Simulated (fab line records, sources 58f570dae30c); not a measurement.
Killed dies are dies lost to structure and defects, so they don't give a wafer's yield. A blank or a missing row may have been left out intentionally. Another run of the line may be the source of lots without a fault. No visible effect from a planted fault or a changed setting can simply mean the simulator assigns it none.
Code-filled problem report in 8D (eight disciplines) form + flow berkeley_cmos170 + the parts of the form that need people (team, actions taken, sign-off) are left out

== 1. THE ISSUE ==
run_length_s at UCB170_SPACER_ETCHBACK_03 reads a mean of 109.8 s on 2 wafers of 2 lots; wafers without a fault read 128.3 s with a standard deviation of 0.47. That puts it -39 standard deviations away from the usual mean.
The step: etches SiO2 in CHF3/CF4/Ar, stops on Si, target depth 376 nm, time 100 s.
Earliest sighting: wafer L531.3 on rie_diel-02 at day 9 07:01. The record has a number at this step for 42 wafers belonging to 14 lots. By rule, "out" or "out of limits" means more than 4 standard deviations away from the usual mean. The other wafers with a number count as sound.

== 2. WHAT IT IS, WHAT IT ISN'T ==
| question                    | is                           | is not                                                                                                   |
|-----------------------------|------------------------------|----------------------------------------------------------------------------------------------------------|
| which readings at this step | run_length_s, oes_product_au | drypump_motor_current_A, throttle_valve_pct                                                              |
| which lots                  | L531, L535                   | L522, L524, L525, L526, L527, L530, L538, L539, L541, L543, L544, L545                                   |
| which wafers of those lots  | L531.3, L535.3               | L531.1, L531.6, L535.2, L535.6                                                                           |
| read on which tools         | rie_diel-02                  | rie_diel-01, rie_diel-03                                                                                 |
| when                        | from day 9 07:01             | up to then (20 sound wafers); but 20 sound wafers of L535, L538, L539, L541, L543, L544, L545 came after |

== 3. THE SUSPECTS, EACH WITH WHAT RULES IT OUT ==
Counting: if a tool at a process step up to the reading ran every lot that is out, it stays a suspect. Sound lots after the first of them don't rule it out here, since some wafers of a struck lot are sound.
- rie_diel-02 at UCB170_SPACER_ETCHBACK_03 (etches SiO2 in CHF3/CF4/Ar, stops on Si, target depth 376 nm, time 100 s): kept. It processed each lot that is out (first: L531, day 9 07:01); up to then, its last sound lot is L526 (day 8 16:55). Its own readings are out on those wafers: oes_product_au, run_length_s.
- Within rie_diel-02 at UCB170_SPACER_ETCHBACK_03: the wafers that are out ran in chamber 0; their sound lot-mates ran in chambers 1, 2.
The count leaves rie_diel-02 at UCB170_SPACER_ETCHBACK_03.

== 4. THE CAUSE (what the simulator had put in) ==
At UCB170_SPACER_ETCHBACK_03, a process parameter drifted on rie_diel-02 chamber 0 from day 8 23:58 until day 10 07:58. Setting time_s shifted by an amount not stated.
The count eliminated every tool but this one.

== 5. SEQUENCE OF EFFECTS, ordered by route ==
One row per reading whose mean, taken over the struck wafers that have a number, lies over 3 standard deviations from the usual. Readings are gone through only where the record gives a usual standard deviation; hours: the median, over the lots, of the time from a lot's start at the first step in this table giving one to that lot's start at this step; sigmas: the change measured in usual standard deviations.
| hours | step                      | reading        | usual      | on struck wafers | change | sigmas |
|-------|---------------------------|----------------|------------|------------------|--------|--------|
| 0     | UCB170_SPACER_ETCHBACK_03 | oes_product_au | 0.901 a.u. | 1.010            | +0.109 | +6.1   |
| 0     | UCB170_SPACER_ETCHBACK_03 | run_length_s   | 128.3 s    | 109.8            | -18.5  | -39    |
It contains these process steps:
- UCB170_SPACER_ETCHBACK_03: etches SiO2 in CHF3/CF4/Ar, stops on Si, target depth 376 nm, time 100 s.

== 6. WHAT WOULD HAVE CAUGHT IT SOONER ==
In this record no reading fell out of limits until day 9 07:01, 7 hours after the fault had begun at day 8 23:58.
